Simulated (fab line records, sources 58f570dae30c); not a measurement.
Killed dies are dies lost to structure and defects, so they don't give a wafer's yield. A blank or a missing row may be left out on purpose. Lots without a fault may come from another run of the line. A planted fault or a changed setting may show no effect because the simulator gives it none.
One fault seen from 2 desks | flow berkeley_cmos170 | each desk has only its own numbers; what lay behind them comes last

THE METROLOGY DESK
What the gauges read, lot by lot, whatever tool the lot ran on: means of the sampled wafers that have a number. A lot is out of limits, marked OUT, if its mean lies more than 4 standard deviations from the usual mean; the brackets give that distance.
Columns: A = M2_AL_RS at UCB170_M2_RS_MEAS_02, usual 0.0321 ohm/sq
lot  | first seen here | A
L113 | day 7 04:01     | 0.0323
L115 | day 7 14:53     | 0.0325
L114 | day 7 15:08     | 0.0322
L118 | day 8 00:54     | 0.0321
L117 | day 8 01:19     | 0.0325
L116 | day 8 01:32     | 0.0323
L123 | day 8 22:39     | 0.0315
L125 | day 9 13:40     | 0.0316
L128 | day 10 04:38    | 0.0320
L126 | day 10 06:35    | 0.0314
L130 | day 11 01:43    | 0.0322
L131 | day 11 03:04    | 0.0322
L134 | day 11 15:05    | 0.0324
L136 | day 11 15:37    | 0.0322
L133 | day 11 15:49    | 0.0318
This desk's finding: nothing out of limits on any of the 15 lots.

THE TOOL OWNER'S DESK: pvd_sputter-03
The tool's own readings at UCB170_M2_SPUTTER_01 (material Al, target thk 900 nm, time 120 s): means of the sampled wafers that have a number, for each lot that ran on this tool. A lot is out of limits, marked OUT, if its mean lies more than 4 standard deviations from the usual mean; the brackets give that distance.
Columns: A = chamber_pressure_pa at UCB170_M2_SPUTTER_01, usual 0.4999 Pa; B = throttle_valve_pct at UCB170_M2_SPUTTER_01, usual 29.7 %
lot  | first seen here | A                | B
L113 | day 7 03:55     | 0.4990           | 30.0
L115 | day 7 14:49     | 0.4996           | 29.6
L118 | day 8 00:49     | 0.4996           | 29.7
L123 | day 8 22:34     | 0.4848 (-15) OUT | 30.3
L125 | day 9 13:34     | 0.4839 (-16) OUT | 30.1
L126 | day 10 06:27    | 0.4847 (-15) OUT | 30.0
This desk's finding: out of limits on L123, L125, L126; first on L123, day 8 22:34 (chamber_pressure_pa at UCB170_M2_SPUTTER_01). In limits: L113, L115, L118.

PUT TOGETHER
The tool owner's desk could have raised an alarm at day 8 22:34, on L123, L125, L126.
The metrology desk saw nothing out of limits.
The metrology desk has L123, L125, L126 on record, within its limits.
Of the lots named, all ran UCB170_M2_SPUTTER_01 on pvd_sputter-03.

WHAT THE SIMULATOR HAD PUT IN
Process parameter drift: pvd_sputter-03, from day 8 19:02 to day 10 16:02, at UCB170_M2_SPUTTER_01. Setting chamber_pressure_pa, moved by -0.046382, from 0.5. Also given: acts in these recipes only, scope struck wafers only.
Lots struck among those shown: L123, L125, L126.
Hours from the fault's start to each desk's first reading out of limits: the tool owner's desk, 4.
